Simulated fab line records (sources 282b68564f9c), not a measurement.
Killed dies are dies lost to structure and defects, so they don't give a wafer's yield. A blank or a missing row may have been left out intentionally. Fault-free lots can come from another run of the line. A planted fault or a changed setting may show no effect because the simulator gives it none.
Which tool did it? :: flow rit_cmos :: 21 wafers from 7 lots sampled at 2 of the route's 202 steps

WHAT THE GAUGES READ, wafer by wafer
RIT_PLDD_TW_MEAS_10.
lot: L799
measured: day 3 19:10
on: film_metro-02
PLDD_TW: 2359 2352 2370

lot: L802
measured: day 4 05:01
on: film_metro-04
PLDD_TW: 2365 2367 2366

lot: L804
measured: day 4 17:34
on: film_metro-02
PLDD_TW: 2367 2369 2357

lot: L810
measured: day 6 06:46
on: film_metro-02
PLDD_TW: 2347 2347 2351

lot: L813
measured: day 7 00:27
on: film_metro-03
PLDD_TW: 2379 2384 2391

lot: L816
measured: day 7 05:22
on: film_metro-03
PLDD_TW: 2136 2144 2165

lot: L818
measured: day 7 18:02
on: film_metro-03
PLDD_TW: 2156 2146 2162

EACH LOT AND THE TOOL THAT RAN IT (in order: tool; ch and the chambers of the sampled wafers; start)
lot: L799
RIT_PLDD_IMPLANT_08: implanter-03 ch 0, day 3 18:52

lot: L802
RIT_PLDD_IMPLANT_08: implanter-04 ch 0, day 4 04:43

lot: L804
RIT_PLDD_IMPLANT_08: implanter-04 ch 0, day 4 17:15

lot: L810
RIT_PLDD_IMPLANT_08: implanter-03 ch 0, day 6 06:27

lot: L813
RIT_PLDD_IMPLANT_08: implanter-04 ch 0, day 7 00:10

lot: L816
RIT_PLDD_IMPLANT_08: implanter-03 ch 0, day 7 05:04

lot: L818
RIT_PLDD_IMPLANT_08: implanter-03 ch 0, day 7 17:43
- RIT_PLDD_IMPLANT_08

THE ANSWER, worked out from the rows above alone
Rule: the lots themselves supply what counts as usual. Put in order of their means at a reading, lots are off if they are a third of the lots or fewer, leave a main group of 4 or more, and stand apart from it by a gap of 3 or more times the standard deviation of the main group's means; of several such gaps the widest counts. The tables above print the reading to a certain number of digits; a main group whose means all agree to those digits is not used. Also off: a lot with no number at a reading for which 4 or more lots have one. Where the step has rows for the other lots, those lots are counted as sound.
Off: at RIT_PLDD_TW_MEAS_10 (PLDD_TW), L816, L818. The main group: mean 2365, standard deviation 12.
If a tool, at a process step before that reading, ran all the lots that are off and no sound lot after the first of them, it fits. Those tools and the gauges at RIT_PLDD_TW_MEAS_10 are tried in the same way. Undecided on this evidence; 2 tools fit (implanter-03 at RIT_PLDD_IMPLANT_08, film_metro-03 at RIT_PLDD_TW_MEAS_10).

WHAT WAS PUT IN BY THE SIMULATOR
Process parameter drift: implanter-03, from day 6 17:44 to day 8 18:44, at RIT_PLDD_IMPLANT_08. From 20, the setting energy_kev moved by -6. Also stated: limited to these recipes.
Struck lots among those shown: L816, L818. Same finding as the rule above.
